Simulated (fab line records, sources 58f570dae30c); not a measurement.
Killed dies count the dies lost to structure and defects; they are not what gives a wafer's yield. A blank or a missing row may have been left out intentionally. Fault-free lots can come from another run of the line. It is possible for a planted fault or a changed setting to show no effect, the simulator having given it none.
Which tool was responsible? :: flow berkeley cmos170 :: 39 wafers from 13 lots sampled at 3 of the route's 331 steps

WHAT THE GAUGES SHOWED, per wafer
UCB170_M3_RS_MEAS_02: measurement is done with a four-point probe.
lot: L643
measured: day 8 18:13
on: film metro-01
M3_AL_RS (ohm/sq): 0.0315 0.0327 0.0321

lot: L642
measured: day 8 19:20
on: film metro-03
M3_AL_RS (ohm/sq): 0.0323 0.0321 0.0324

lot: L646
measured: day 9 07:24
on: film metro-03
M3_AL_RS (ohm/sq): 0.0326 0.0324 0.0320

lot: L647
measured: day 9 07:41
on: film metro-01
M3_AL_RS (ohm/sq): 0.0320 0.0323 0.0319

lot: L645
measured: day 9 11:59
on: film metro-04
M3_AL_RS (ohm/sq): 0.0323 0.0322 0.0317

lot: L650
measured: day 10 05:31
on: film metro-01
M3_AL_RS (ohm/sq): 0.0321 0.0319 0.0319

lot: L649
measured: day 10 08:13
on: film metro-03
M3_AL_RS (ohm/sq): 0.0324 0.0325 0.0315

lot: L651
measured: day 10 08:50
on: film metro-04
M3_AL_RS (ohm/sq): 0.0322 0.0320 0.0318

lot: L648
measured: day 10 10:11
on: film metro-03
M3_AL_RS (ohm/sq): 0.0321 0.0319 0.0317

lot: L654
measured: day 10 13:10
on: film metro-01
M3_AL_RS (ohm/sq): 0.0325 0.0326 0.0323

lot: L655
measured: day 11 09:18
on: film metro-01
M3_AL_RS (ohm/sq): 0.1015 0.0325 0.1039 0.1014 0.0324 0.1040

lot: L663
measured: day 13 07:59
on: film metro-01
M3_AL_RS (ohm/sq): 0.0320 0.0322 0.0320

lot: L665
measured: day 13 13:51
on: film metro-04
M3_AL_RS (ohm/sq): 0.0325 0.0319 0.0315

UCB170_M3_THK_MEAS_03: measures by xrf.
lot: L643
measured: day 8 18:19
on: film metro-01
M3_AL_THK (nm): 935 901 921

lot: L642
measured: day 8 19:27
on: film metro-03
M3_AL_THK (nm): 913 912 906

lot: L646
measured: day 9 07:31
on: film metro-03
M3_AL_THK (nm): 897 900 910

lot: L647
measured: day 9 07:47
on: film metro-01
M3_AL_THK (nm): 923 911 927

lot: L645
measured: day 9 12:06
on: film metro-04
M3_AL_THK (nm): 917 916 922

lot: L650
measured: day 10 05:38
on: film metro-01
M3_AL_THK (nm): 916 917 914

lot: L649
measured: day 10 08:19
on: film metro-03
M3_AL_THK (nm): 909 905 929

lot: L651
measured: day 10 08:58
on: film metro-04
M3_AL_THK (nm): 907 902 923

lot: L648
measured: day 10 10:17
on: film metro-03
M3_AL_THK (nm): 916 922 929

lot: L654
measured: day 10 13:17
on: film metro-01
M3_AL_THK (nm): 905 900 905

lot: L655
measured: day 11 14:03
on: film metro-01
M3_AL_THK (nm): 297 911 292 297 911 291

lot: L663
measured: day 13 08:06
on: film metro-01
M3_AL_THK (nm): 926 916 921

lot: L665
measured: day 13 13:58
on: film metro-04
M3_AL_THK (nm): 902 922 934

WHICH TOOL RAN EACH LOT (tool, then ch and the chambers of the sampled wafers, then the start)
lot: L643
UCB170_M3_SPUTTER_01: pvd sputter-02, day 8 18:05

lot: L642
UCB170_M3_SPUTTER_01: pvd sputter-01, day 8 19:15

lot: L646
UCB170_M3_SPUTTER_01: pvd sputter-01, day 9 07:19

lot: L647
UCB170_M3_SPUTTER_01: pvd sputter-03, day 9 07:34

lot: L645
UCB170_M3_SPUTTER_01: pvd sputter-01, day 9 11:54

lot: L650
UCB170_M3_SPUTTER_01: pvd sputter-01, day 10 05:25

lot: L649
UCB170_M3_SPUTTER_01: pvd sputter-02, day 10 08:07

lot: L651
UCB170_M3_SPUTTER_01: pvd sputter-01, day 10 08:45

lot: L648
UCB170_M3_SPUTTER_01: pvd sputter-03, day 10 10:04

lot: L654
UCB170_M3_SPUTTER_01: pvd sputter-03, day 10 13:05

lot: L655
UCB170_M3_SPUTTER_01: pvd sputter-01, day 11 09:12

lot: L663
UCB170_M3_SPUTTER_01: pvd sputter-02, day 13 07:53

lot: L665
UCB170_M3_SPUTTER_01: pvd sputter-03, day 13 13:46
- UCB170_M3_SPUTTER_01: material Al, target thk 900 nm, time 120 s.

AS READ BY THE TOOLS THEMSELVES (means over the sampled wafers that have a number; for cases with no such wafer, the mark the record gives instead)
UCB170_M3_SPUTTER_01.
lot: L643
tool: pvd sputter-02
throttle valve pct (%): 29.8

lot: L642
tool: pvd sputter-01
throttle valve pct (%): 28.5

lot: L646
tool: pvd sputter-01
throttle valve pct (%): 29.6

lot: L647
tool: pvd sputter-03
throttle valve pct (%): 29.0

lot: L645
tool: pvd sputter-01
throttle valve pct (%): 29.4

lot: L650
tool: pvd sputter-01
throttle valve pct (%): 28.3

lot: L649
tool: pvd sputter-02
throttle valve pct (%): 28.7

lot: L651
tool: pvd sputter-01
throttle valve pct (%): 29.4

lot: L648
tool: pvd sputter-03
throttle valve pct (%): 29.7

lot: L654
tool: pvd sputter-03
throttle valve pct (%): 29.0

lot: L655
tool: pvd sputter-01
throttle valve pct (%): 29.3

lot: L663
tool: pvd sputter-02
throttle valve pct (%): 30.1

lot: L665
tool: pvd sputter-03
throttle valve pct (%): 29.8

THE ANSWER, worked out from the rows above alone
Rule: the lots themselves supply what counts as usual. The widest of any qualifying gaps counts: lots, ordered by their means at a reading, are off when they make up no more than a third of the lots, leave a main group of 4 or more, and stand apart from it by 3 or more times the standard deviation of that group's means. Not used: any main group whose means are identical at the precision the tables above print for the reading. Also off: a lot with no number at a reading for which 4 or more lots have one. The other lots that the step has rows for count as sound. First the gauges in route order, then the tools' own readings, where a lot's mean is used as printed above. The first step at which some lot is off is used, and at that step the reading that is off furthest; a lot without a number counts as furthest.
Off: L655, seen at UCB170_M3_RS_MEAS_02 (M3_AL_RS). Main group: mean 0.0321 ohm/sq, sd 0.00016.
If a tool, at a process step before that reading, ran all the lots that are off and no sound lot after the first of them, it fits. The gauges at UCB170_M3_RS_MEAS_02 are tried like those tools. One candidate fits, namely pvd sputter-01 at UCB170_M3_SPUTTER_01. Its last sound lot is L651 (day 10 08:45), its first lot that is off L655 (day 11 09:12): a fault that began between those two fits.

WHAT THE SIMULATOR HAD PUT IN
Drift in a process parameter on pvd sputter-01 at UCB170_M3_SPUTTER_01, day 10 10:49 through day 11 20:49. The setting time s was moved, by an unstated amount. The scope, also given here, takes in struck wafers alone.
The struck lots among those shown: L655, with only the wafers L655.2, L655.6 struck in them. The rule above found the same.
